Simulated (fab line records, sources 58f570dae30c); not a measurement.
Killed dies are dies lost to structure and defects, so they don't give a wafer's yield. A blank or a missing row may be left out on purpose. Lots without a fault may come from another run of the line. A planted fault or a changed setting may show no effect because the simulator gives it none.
Which tool did it? | flow berkeley_cmos170 | 14 lots, 42 wafers sampled, at 4 steps of a route of 331

WHAT THE GAUGES READ, wafer by wafer
UCB170_FIELD_THK_MEAS_02.
lot  | measured    | on            | FIELD_OXIDE_THK (nm)
L424 | day 4 15:02 | film_metro-04 | 561 556 554
L423 | day 4 15:02 | film_metro-03 | 553 558 542
L425 | day 5 04:55 | film_metro-03 | 550 549 555
L426 | day 5 09:25 | film_metro-03 | 557 561 560
L427 | day 5 18:22 | film_metro-02 | 559 559 553
L429 | day 6 03:46 | film_metro-04 | 563 551 555
L437 | day 7 10:08 | film_metro-02 | 575 573 581
L435 | day 7 10:10 | film_metro-03 | 573 576 567
L436 | day 7 10:12 | film_metro-04 | 570 565 562
L439 | day 8 02:33 | film_metro-04 | 555 554 546
L442 | day 8 13:19 | film_metro-03 | 545 542 550
L443 | day 8 13:19 | film_metro-02 | 557 553 559
L445 | day 9 00:29 | film_metro-02 | 553 567 570
L444 | day 9 00:31 | film_metro-04 | 567 554 567

UCB170_FIELD_THK_MEAS_90.
lot  | measured    | on            | FIELD_OXIDE_LEFT_1_THK (nm)
L424 | day 4 22:46 | film_metro-04 | 442 439 436
L423 | day 4 22:46 | film_metro-02 | 435 440 425
L425 | day 5 14:14 | film_metro-03 | 434 433 438
L426 | day 5 17:02 | film_metro-04 | 444 447 445
L427 | day 6 02:53 | film_metro-04 | 445 444 438
L429 | day 6 11:12 | film_metro-02 | 448 436 440
L437 | day 7 17:41 | film_metro-03 | 459 457 466
L435 | day 7 17:43 | film_metro-04 | 458 461 451
L436 | day 7 17:41 | film_metro-02 | 455 450 448
L439 | day 8 11:20 | film_metro-02 | 440 438 430
L442 | day 8 21:07 | film_metro-03 | 429 424 433
L443 | day 8 21:07 | film_metro-02 | 438 434 440
L445 | day 9 07:22 | film_metro-03 | 438 452 454
L444 | day 9 07:23 | film_metro-04 | 452 438 450

UCB170_PVT_OVL_MEAS_06.
lot  | measured    | on         | PVT_OVL (nm)
L424 | day 5 15:34 | overlay-02 | 1 4 -2
L423 | day 5 15:36 | overlay-02 | -5 3 2
L425 | day 6 05:49 | overlay-02 | -3 5 -7
L426 | day 6 10:16 | overlay-02 | 10 6 11
L427 | day 6 23:19 | overlay-02 | -8 -2 6
L429 | day 7 04:28 | overlay-01 | 7 8 5
L437 | day 8 10:04 | overlay-01 | 9 12 0
L435 | day 8 10:02 | overlay-02 | - - -
L436 | day 8 09:47 | overlay-01 | - - -
L439 | day 9 04:53 | overlay-01 | -7 -16 -3
L442 | day 9 14:24 | overlay-02 | -3 1 11
L443 | day 9 14:19 | overlay-02 | 0 -2 -9
L445 | day 9 23:31 | overlay-02 | 7 -4 7
L444 | day 9 23:55 | overlay-01 | -4 0 -9

WHICH TOOL RAN EACH LOT (tool, then ch and the chambers of the sampled wafers, then the start)
lot  | UCB170_PVT_DEVELOP_05
L424 | litho_track-03 ch 0, day 5 15:00
L423 | litho_track-02 ch 0, day 5 15:00
L425 | litho_track-03 ch 0, day 6 05:00
L426 | litho_track-03 ch 0, day 6 10:00
L427 | litho_track-03 ch 0, day 6 23:00
L429 | litho_track-04 ch 0, day 7 04:00
L437 | litho_track-04 ch 0, day 8 09:00
L435 | litho_track-02, day 8 09:00
L436 | litho_track-04, day 8 09:00
L439 | litho_track-03 ch 0, day 9 04:00
L442 | litho_track-03 ch 0, day 9 14:00
L443 | litho_track-04 ch 0, day 9 14:00
L445 | litho_track-03 ch 0, day 9 23:00
L444 | litho_track-04 ch 0, day 9 23:00
- UCB170_PVT_DEVELOP_05: develop time 45 s.

WHAT THE TOOLS THEMSELVES READ (means of the sampled wafers that have a number; where no wafer has one, the mark that the record gives instead)
UCB170_PVT_DEVELOP_05.
lot  | tool           | chill_plate_temp_C (C)
L424 | litho_track-03 | 23.13
L423 | litho_track-02 | 23.10
L425 | litho_track-03 | 23.02
L426 | litho_track-03 | 22.91
L427 | litho_track-03 | 23.04
L429 | litho_track-04 | 22.97
L437 | litho_track-04 | 23.05
L435 | litho_track-02 | -
L436 | litho_track-04 | -
L439 | litho_track-03 | 22.97
L442 | litho_track-03 | 23.03
L443 | litho_track-04 | 22.91
L445 | litho_track-03 | 22.91
L444 | litho_track-04 | 23.29

THE ANSWER, worked out from the rows above alone
Rule: what is usual is taken from the lots themselves. Put in order of their means at a reading, lots are off if they are a third of the lots or fewer, leave a main group of 4 or more, and stand apart from it by a gap of 3 or more times the standard deviation of the main group's means; of several such gaps the widest counts. A main group whose means are all the same, to the digits that the tables above print for the reading, isn't used. A lot without any number at a reading at which 4 lots or more have one is off too. The other lots that the step has rows for count as sound. The gauges are gone through in route order, then the tools' own readings, and for those a lot's mean is taken as printed above. The first step at which some lot is off is used, and at that step the reading that is off furthest; a lot without a number counts as furthest.
Off: L435, L436, at UCB170_PVT_OVL_MEAS_06 (PVT_OVL). Without a number there: L435, L436. The main group: mean 1 nm, standard deviation 5.
A tool fits if, at a process step before that reading, it ran every lot that is off, and no sound lot after the first of them. The gauges at UCB170_PVT_OVL_MEAS_06 aren't tried: what is off there is off at UCB170_PVT_DEVELOP_05 too, on other tools, and a gauge's error can't cause that. None of those tried fits.

WHAT THE SIMULATOR HAD PUT IN
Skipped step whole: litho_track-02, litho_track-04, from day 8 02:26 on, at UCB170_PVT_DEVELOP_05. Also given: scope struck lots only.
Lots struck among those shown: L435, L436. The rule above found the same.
